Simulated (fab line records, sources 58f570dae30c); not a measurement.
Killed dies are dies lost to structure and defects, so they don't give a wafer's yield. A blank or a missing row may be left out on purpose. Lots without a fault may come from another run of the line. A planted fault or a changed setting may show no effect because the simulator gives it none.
Which tool did it? | flow berkeley_cmos170 | 7 lots, 21 wafers sampled, at 3 steps of a route of 331

WHAT THE GAUGES READ, wafer by wafer
UCB170_SDANNEAL_RS_MEAS_02: measures by four-point-probe.
lot  | measured     | on            | PSD_RS (ohm/sq)
L841 | day 7 16:51  | film_metro-04 | 75.6 75.2 75.7
L843 | day 8 00:15  | film_metro-03 | 75.1 74.8 74.9
L846 | day 9 05:39  | film_metro-03 | 75.8 76.0 75.7
L851 | day 9 16:37  | film_metro-04 | 74.9 75.0 75.3
L857 | day 11 02:28 | film_metro-01 | 74.9 75.4 75.5
L858 | day 11 04:32 | film_metro-03 | 75.5 75.5 75.4
L860 | day 11 12:34 | film_metro-04 | 75.6 75.8 76.0

WHICH TOOL RAN EACH LOT (tool, then ch and the chambers of the sampled wafers, then the start)
lot  | UCB170_PSD_IMPLANT_08           | UCB170_BACKSIDE_STRIP_03
L841 | implanter-02 ch 0, day 7 13:44  | plasma_asher-02 ch 0,1, day 7 16:27
L843 | implanter-03 ch 0, day 7 20:40  | plasma_asher-03 ch 0,1, day 7 23:51
L846 | implanter-03 ch 0, day 8 22:13  | plasma_asher-02 ch 0,1, day 9 05:06
L851 | implanter-03 ch 0, day 9 13:40  | plasma_asher-03 ch 0,1, day 9 16:13
L857 | implanter-02 ch 0, day 10 21:29 | plasma_asher-01 ch 1, day 11 02:03
L858 | implanter-02 ch 0, day 11 01:28 | plasma_asher-03 ch 0,1, day 11 04:08
L860 | implanter-03 ch 0, day 11 09:24 | plasma_asher-03 ch 0,1, day 11 12:08
- UCB170_PSD_IMPLANT_08
- UCB170_BACKSIDE_STRIP_03: strips in O2.

THE ANSWER, worked out from the rows above alone
Rule: what is usual is taken from the lots themselves. Put in order of their means at a reading, lots are off if they are a third of the lots or fewer, leave a main group of 4 or more, and stand apart from it by a gap of 3 or more times the standard deviation of the main group's means; of several such gaps the widest counts. A main group whose means are all the same, to the digits that the tables above print for the reading, isn't used. A lot without any number at a reading at which 4 lots or more have one is off too. The other lots that the step has rows for count as sound.
No lot is off at any reading shown: from this, nothing can be told.

WHAT THE SIMULATOR HAD PUT IN
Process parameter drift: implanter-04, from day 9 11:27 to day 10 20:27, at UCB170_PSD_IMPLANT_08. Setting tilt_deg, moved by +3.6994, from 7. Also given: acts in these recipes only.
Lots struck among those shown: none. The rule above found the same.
